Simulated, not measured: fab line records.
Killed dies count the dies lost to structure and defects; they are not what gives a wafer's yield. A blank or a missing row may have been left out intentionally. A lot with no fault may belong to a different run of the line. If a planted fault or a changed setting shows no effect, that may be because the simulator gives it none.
Matching of chambers -- flow berkeleyCmos170 -- 4 sister chambers for UCB170_CONTACT_ETCH_17 on rieDiel-01
The step etches BARC in N2/H2. 14 wafers are shown with their chamber, then 7 later ones without.

WAFERS PAIRED WITH THEIR CHAMBERS
wafer,chamber,throttleValvePct (%),oesProductAu (a.u.)
L120.1,0,13.58,1.021
L120.4,0,13.56,1.013
L120.5,2,13.29,0.963
L123.1,1,13.24,1.010
L123.2,3,13.25,0.992
L123.4,0,13.58,1.010
L125.1,2,13.30,0.974
L125.2,0,13.57,1.014
L125.4,1,13.25,1.022
L128.2,3,13.25,1.017
L128.3,0,13.57,1.018
L128.5,3,13.23,1.005
L129.1,2,13.29,0.968
L129.2,0,13.56,1.018

SIGNATURES (averages over the wafers above)
reading,chamber 0,chamber 1,chamber 2,chamber 3,scatter within a chamber
throttleValvePct,13.5700,13.2450,13.2933,13.2433,0.00885
oesProductAu,1.01567,1.01600,0.96833,1.00467,0.00726
Rule: a wafer lies at a distance from a chamber equal to the root of the sum of squares, over the readings, of (its reading less the chamber's mean, divided by the reading's scatter). The wafer belongs to the nearest chamber; if the next one is less than 2 further off, it can't be placed. How the scatter is found: for the shown wafers, subtract from each reading the mean of its chamber, square and add these, divide the total by (wafers less chambers), then take the root.

WAFERS WHOSE CHAMBER IS MISSING
wafer,throttleValvePct (%),oesProductAu (a.u.)
L129.5,13.27,0.974
L137.1,13.23,0.992
L137.4,13.30,0.952
L137.6,13.31,0.960
L139.1,13.25,1.001
L139.2,13.28,0.969
L139.5,13.58,1.015

EACH ONE'S CHAMBER
wafer,from the rows above,in truth
L129.5,2,2
L137.1,can't be placed: 3 or 1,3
L137.4,2,2
L137.6,2,2
L139.1,can't be placed: 3 or 1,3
L139.2,2,2
L139.5,0,0
Correct placement for 5 of the 7. Cannot be placed on the basis of these rows: 2; the candidates contain the true chamber in 2. Wrongly placed: 0.
